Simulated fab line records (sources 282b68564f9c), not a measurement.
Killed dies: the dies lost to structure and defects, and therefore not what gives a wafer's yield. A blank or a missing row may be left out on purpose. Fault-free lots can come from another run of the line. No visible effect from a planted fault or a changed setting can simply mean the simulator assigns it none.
fab line records + flow rit-cmos
record:
- lots: 13
- wafers: 39
- last-day: 7
route steps=202 shown CONTACT@179 M1@202
lots that met no fault: taken from a fault-free run of the same line
start-h: start of the lot's first displayed wafer, in hours after the record's first day + wait-h: hours since the lot's step before + " unchanged from the row above + L1.1+2: a single row standing in for several wafers + - either no value or no given start + * or withheld: withheld + < > ~ a bound
route shown NAME@n: NAME is a module with steps in the file, n the number in the route of the first one + usual: mean/standard deviation taken from wafers without a fault + same: alike in all rows + chamber/n: place in a boat + sites: the reading at each site + _std_site: their standard deviation + _edge_site: inner sites' mean taken away from outer sites' mean + radius-mm: how far each site lies from the wafer's centre + mask NAME#n: copy n + behind: the last tool/chamber to shape the wafer + hold: reason for holding the lot/hours on hold/outcome of the hold + device: whichever transistor did not switch (one of n, p or np) + end of line: tests of these same wafers at the route's end + where a step has no rows: the recipe by itself + killed: not the wafer's yield, but the dies lost to structure and defects at the first sort + map: the dies of a wafer, with x for killed, . for not killed, _ for no die there
set.NAME: the setting as run; set.NAME@STEP: as run at that earlier step + model.NAME: the simulator's own value behind a step, which no gauge read
the route's steps for a sample of lots (tables are steps, rows are wafers)
services: a tool's chamber out of use, with start hour (start-h, from the record's first day; less than 0 if before it), hours out, and reason
== steps ==
step: RIT_CONTACT_ETCH_11
recipe:
- target-depth-a: 4800
- over-etch-frac: 0.2
- stop-on: TiSi2
- chemistry: CHF3/CF4/Ar
- target: SiO2
- CHF3_flow_sccm: 50
- cf4-flow-sccm: 10
- Ar_flow_sccm: 100
- O2_flow_sccm: 5
- pressure-mtorr: 100
- rf-w: 200
- time-s: 320
usual:
- CHF3_flow_sccm: 50.00/0.14
- chamber-pressure-mTorr: 100.00/0.091
- drypump-motor-current-A: 5.7/0.54
- mfc-ar-sccm: 100.0/0.34
- oes-product-au: 0.986/0.012
- over-etch-frac: 0.2/0
- throttle-valve-pct: 8.87/0.14
| lot.wafer | tool        | chamber | start-h | wait-h | CHF3_flow_sccm | chamber-pressure-mTorr | drypump-motor-current-A | mfc-ar-sccm | oes-product-au | over-etch-frac | rf-hours-counter-h | throttle-valve-pct |
|-----------|-------------|---------|---------|--------|----------------|------------------------|-------------------------|-------------|----------------|----------------|--------------------|--------------------|
| L853.1    | rie-diel-01 | 0       | 61.62   | 0.1    | 49.95          | 100.07                 | 5.5                     | 100.2       | 0.972          | 0.2            | 7                  | 8.91               |
| L853.2    | "           | 3       | "       | "      | 50.14          | 99.97                  | 6.2                     | 100.0       | 0.989          | 0.2            | 53                 | 9.04               |
| L853.5    | "           | 3       | "       | "      | 50.19          | 99.93                  | 6.2                     | 100.3       | 0.989          | 0.2            | -                  | 9.00               |
| L854.2    | rie-diel-03 | 1       | 64.72   | 0.1    | 49.92          | 99.93                  | 6.0                     | 100.1       | 0.980          | 0.2            | 123                | 8.64               |
| L854.3    | "           | 0       | "       | "      | 50.11          | 100.01                 | 5.7                     | 99.9        | 1.016          | 0.2            | 49                 | 8.95               |
| L854.6    | "           | 3       | "       | "      | 50.04          | 99.96                  | 5.7                     | 99.9        | 0.984          | 0.2            | -                  | 8.76               |
| L855.1    | rie-diel-04 | 1       | 72.58   | 0.1    | 49.77          | 99.85                  | 5.6                     | 99.8        | 0.992          | 0.2            | 122                | 8.83               |
| L855.5    | "           | 0       | "       | "      | 49.99          | 99.96                  | 5.6                     | 100.2       | 0.996          | 0.2            | -                  | 9.11               |
| L855.6    | "           | 1       | "       | "      | 49.88          | 99.96                  | 5.6                     | 99.8        | 0.995          | 0.2            | -                  | 8.83               |
| L856.2    | rie-diel-03 | 1       | 74.80   | 0.1    | 50.12          | 100.05                 | 6.0                     | 99.3        | 0.982          | 0.2            | 123                | 8.63               |
| L856.4    | "           | 2       | "       | "      | 49.96          | 100.05                 | 5.7                     | 100.0       | 0.986          | 0.2            | -                  | 8.73               |
| L856.6    | "           | 1       | "       | "      | 49.99          | 99.89                  | 6.0                     | 99.3        | 0.990          | 0.2            | -                  | 8.62               |
| L857.2    | rie-diel-03 | 3       | 81.27   | 0.1    | 50.00          | 99.96                  | 5.8                     | 99.7        | 0.975          | 0.2            | 14                 | 8.74               |
| L857.3    | "           | 0       | "       | "      | 50.16          | 99.97                  | 5.7                     | 99.3        | 1.015          | 0.2            | 49                 | 8.93               |
| L857.5    | "           | 2       | "       | "      | 49.92          | 99.86                  | 5.7                     | 100.2       | 0.992          | 0.2            | -                  | 8.73               |
| L858.2    | rie-diel-01 | 2       | 84.62   | 0.1    | 50.09          | 100.04                 | 5.0                     | 100.4       | 0.995          | 0.2            | 7                  | 8.90               |
| L858.3    | "           | 3       | "       | "      | 49.78          | 100.19                 | 6.2                     | 100.1       | 0.973          | 0.2            | 53                 | 9.02               |
| L858.6    | "           | 1       | "       | "      | 49.90          | 100.08                 | 6.0                     | 100.6       | 1.001          | 0.2            | -                  | 8.95               |
| L859.3    | rie-diel-04 | 1       | 89.65   | 0.1    | 49.70          | 99.96                  | 5.6                     | 100.1       | 0.985          | 0.2            | 123                | 8.84               |
| L859.5    | "           | 0       | "       | "      | 49.91          | 100.05                 | 5.6                     | 100.5       | 0.992          | 0.2            | -                  | 9.10               |
| L859.6    | "           | 3       | "       | "      | 50.03          | 100.04                 | 6.8                     | 100.1       | 0.989          | 0.2            | -                  | 8.87               |
| L860.1    | rie-diel-03 | 1       | 99.69   | 0.1    | 49.88          | 99.86                  | 6.0                     | 99.6        | 0.985          | 0.2            | 123                | 8.62               |
| L860.2    | "           | 3       | "       | "      | 49.93          | 100.13                 | 5.8                     | 99.9        | 0.981          | 0.2            | 14                 | 8.73               |
| L860.3    | "           | 0       | "       | "      | 49.93          | 99.89                  | 5.7                     | 100.3       | 1.012          | 0.2            | 49                 | 8.95               |
| L867.3    | rie-diel-01 | 0       | 132.60  | 0.1    | 49.88          | 100.01                 | 5.5                     | 100.1       | 0.970          | 0.34728        | 8                  | 8.93               |
| L867.4    | "           | 3       | "       | "      | 50.18          | 99.89                  | 6.2                     | 99.6        | 0.991          | 0.2            | 54                 | 9.02               |
| L867.5    | "           | 1       | "       | "      | 49.94          | 100.20                 | 5.9                     | 99.9        | 1.004          | 0.2            | -                  | 8.93               |
| L869.2    | rie-diel-04 | 0       | 143.46  | 0.1    | 50.13          | 99.85                  | 5.7                     | 100.2       | 0.980          | 0.2            | 10                 | 9.13               |
| L869.5    | "           | 1       | "       | "      | 50.07          | 99.79                  | 5.6                     | 100.0       | 0.986          | 0.2            | -                  | 8.82               |
| L869.6    | "           | 2       | "       | "      | 50.10          | 100.12                 | 4.6                     | 100.4       | 0.975          | 0.2            | -                  | 8.66               |
| L870.1    | rie-diel-03 | 1       | 147.42  | 0.1    | 49.97          | 100.16                 | 6.0                     | 100.0       | 0.971          | 0.2            | 124                | 8.63               |
| L870.3    | "           | 0       | "       | "      | 49.96          | 100.04                 | 5.7                     | 100.2       | 1.018          | 0.2            | 50                 | 8.94               |
| L870.4    | "           | 3       | "       | "      | 50.30          | 99.94                  | 5.8                     | 99.8        | 0.978          | 0.2            | 15                 | 8.75               |
| L871.2    | rie-diel-04 | 3       | 153.21  | 0.1    | 49.97          | 99.90                  | 6.7                     | 99.9        | 0.987          | 0.2            | 143                | 8.85               |
| L871.3    | "           | 1       | "       | "      | 50.25          | 100.11                 | 5.6                     | 100.1       | 0.987          | 0.2            | 124                | 8.84               |
| L871.4    | "           | 2       | "       | "      | 50.12          | 99.85                  | 4.6                     | 99.5        | 0.972          | 0.2            | 104                | 8.64               |
| L873.1    | rie-diel-04 | 2       | 164.70  | 0.1    | 50.18          | 100.03                 | 4.6                     | 100.6       | 0.965          | 0.2            | 105                | 8.66               |
| L873.4    | "           | 3       | "       | "      | 50.05          | 99.95                  | 6.8                     | 99.9        | 0.982          | 0.2            | 143                | 8.88               |
| L873.5    | "           | 0       | "       | "      | 50.01          | 100.09                 | 5.6                     | 99.5        | 0.989          | 0.2            | -                  | 9.11               |
step: RIT_M1_PROBE_99
usual:
- killed-at-contacts: 0.1/0.23
- killed-at-front-end: 6.7/2.7
- killed-dies: 6.7/2.7
- killed-open: 3.2/1.8
- killed-short: 3.5/1.9
same:
- gross-dies: 264
- killed_at_M0_to_M3: 0
- killed_at_M4_up: 0
- killed-at-back-side: 0
- killed-at-other: 0
| lot.wafer | tool      | chamber | start-h | wait-h | killed-at-contacts | killed-at-front-end | killed-dies | killed-open | killed-short |
|-----------|-----------|---------|---------|--------|--------------------|---------------------|-------------|-------------|--------------|
| L859.3    | prober-02 | -       | 94.73   | 0.2    | 0                  | 7                   | 7           | 1           | 6            |
| L859.5    | prober-02 | -       | 94.83   | 0.2    | 0                  | 6                   | 6           | 4           | 2            |
| L859.6    | prober-02 | -       | 94.88   | 0.2    | 0                  | 6                   | 6           | 4           | 2            |
killed by level:class
L859.3 REOX:geometric-particle:short=3 SPACER:geometric-particle:short=2 GATE:geometric-particle:open=1 GATE:geometric-particle:short=1
L859.5 FOX2:geometric-particle:open=2 FOX1:geometric-particle:short=1 GATE:geometric-particle:short=1 REOX:geometric-particle:open=1 SILICIDE:geometric-particle:open=1
L859.6 SPACER:geometric-particle:open=2 FOX2:geometric-particle:short=1 REOX:geometric-particle:open=1 SILICIDE:geometric-particle:short=1 SILICIDE:geometric-particle:open=1
== services ==
| tool        | chamber | start-h | hours | kind           |
|-------------|---------|---------|-------|----------------|
| rie-diel-01 | 1       | 44.55   | -     | clean          |
| rie-diel-01 | 1       | 44.55   | 21.6  | scheduled-down |
| rie-diel-01 | 1       | 44.55   | 21.6  | vent-cycle     |
| rie-diel-04 | 3       | 67.73   | 3.4   | repair         |
| rie-diel-03 | 0       | 71.79   | 4.9   | repair         |
| rie-diel-01 | -       | 80.61   | 2.8   | pm             |
| rie-diel-01 | 0       | 95.68   | 8.3   | repair         |
| rie-diel-01 | 3       | 120.95  | 7.5   | repair         |
| rie-diel-03 | 1       | 123.37  | 3.4   | repair         |
| rie-diel-01 | 2       | 139.92  | 24.4  | repair         |
| rie-diel-03 | -       | 155.37  | 14.6  | pm             |
== key ==
first-sign:
- step: RIT_CONTACT_ETCH_11
- reading: over-etch-frac
- direction: up
- sigmas: 99+
- usual: 0.2
- struck: 0.34728
effect none on later readings
met-at RIT_CONTACT_ETCH_11
struck-lots L867
struck-wafers L867.3
tester-left-out L867
onset-between 61.62 132.60
fault:
- kind: process-parameter-drift
- tool: rie-diel-01
- chamber: 0
- onset-h: 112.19
- steps: RIT_CONTACT_ETCH_11
- channel: over-etch-frac
- offset: 0.14728
- shape: step
- end-h: 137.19
- acts-in: these-recipes-only
- stated: 0.2
tester-left-out: of these lots the tester's yield and bins aren't shown, on N5 and GAA mostly nor the transistor test; their killed dies are dies lost to structure and defects alone, not to doping, threshold or leakage, so they don't give the yield
